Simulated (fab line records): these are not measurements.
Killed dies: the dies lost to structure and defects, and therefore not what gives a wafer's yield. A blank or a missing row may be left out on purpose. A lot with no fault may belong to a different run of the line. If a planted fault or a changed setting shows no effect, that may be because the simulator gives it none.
Lot-split experiment | flow berkeleyCmos170 | 5 lots, 23 wafers read, on a route of 331 steps

THE SPLIT
At UCB170_PLDD_IMPLANT_08, the setting energyKev was moved away from the recipe's 10 on 12 of the 23 wafers read, by -5.9% to +3.9%. The other wafers ran this setting at the recipe's value.

The split's own step is where the reading is taken.

THE READING
The simulator's own value implant.drpNm, read by no gauge, in nm at UCB170_PLDD_IMPLANT_08. The file gives no usual value for it.

wafer  | tool, chamber at the split | energyKev as run | against the recipe | implant.drpNm, nm | against lot-mates on the recipe
L074.1 | implanter-02, 0            | 10               | recipe             | 6.005             | -
L074.4 | implanter-02, 0            | 10               | recipe             | 6.005             | -
L074.3 | implanter-02, 0            | 9.516            | -4.8%              | 5.801             | -0.204
L074.5 | implanter-02, 0            | 9.516            | -4.8%              | 5.801             | -0.204
L074.6 | implanter-02, 0            | 9.516            | -4.8%              | 5.801             | -0.204
L075.1 | implanter-01, 0            | 10               | recipe             | 6.005             | -
L075.4 | implanter-01, 0            | 10               | recipe             | 6.005             | -
L075.3 | implanter-01, 0            | 9.843            | -1.6%              | 5.939             | -0.066
L075.5 | implanter-01, 0            | 9.843            | -1.6%              | 5.939             | -0.066
L075.6 | implanter-01, 0            | 9.843            | -1.6%              | 5.939             | -0.066
L076.2 | implanter-04, 0            | 10               | recipe             | 6.005             | -
L076.5 | implanter-04, 0            | 10               | recipe             | 6.005             | -
L076.3 | implanter-04, 0            | 10.39            | +3.9%              | 6.166             | +0.161
L076.4 | implanter-04, 0            | 10.39            | +3.9%              | 6.166             | +0.161
L076.6 | implanter-04, 0            | 10.39            | +3.9%              | 6.166             | +0.161
L081.2 | implanter-01, 0            | 10               | recipe             | 6.005             | -
L081.3 | implanter-01, 0            | 10               | recipe             | 6.005             | -
L081.4 | implanter-01, 0            | 10               | recipe             | 6.005             | -
L085.1 | implanter-04, 0            | 10               | recipe             | 6.005             | -
L085.2 | implanter-04, 0            | 10               | recipe             | 6.005             | -
L085.3 | implanter-04, 0            | 9.41             | -5.9%              | 5.757             | -0.248
L085.4 | implanter-04, 0            | 9.41             | -5.9%              | 5.757             | -0.248
L085.6 | implanter-04, 0            | 9.41             | -5.9%              | 5.757             | -0.248

FIT RESULTS
A straight line over all 23 wafers: implant.drpNm changes by +0.0418 nm for each +1% of energyKev; r = +1.00; the points scatter about the line by 0.00084 nm.
The same after taking each lot's own level away (the mean of its wafers on the recipe; 23 wafers): +0.0418 nm for each +1%; r = +1.00; scatter 0.00084 nm.
Per that fit: largest energyKev move, reading shift of 0.25 nm.
The lots' own levels span 6.0050 to 6.0050 nm.
Consequently the slope shifts little with the lot-to-lot level, the two slopes agreeing.
Check: -0.247 nm against its lot-mates is what the line predicts for one of the wafers moved furthest among these (-5.9%) when that wafer is left out of the fit. It came out at -0.248 nm against them.

THE WHOLE CHAIN: every reading that the file lists as answering this split, in the file's order
step                   | what it does | reading                                                        | change (the file's fit)                | r (the file's)
UCB170_PLDD_IMPLANT_08 |              | implant.rpNm (the simulator's own value, which no gauge read)  | +0.0755 nm for each +1% of the setting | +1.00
UCB170_PLDD_IMPLANT_08 |              | implant.drpNm (the simulator's own value, which no gauge read) | +0.0419 nm for each +1% of the setting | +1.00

FILE'S OWN FIT
implant.drpNm changes by +0.0419 nm for each +1% of energyKev, r = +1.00.
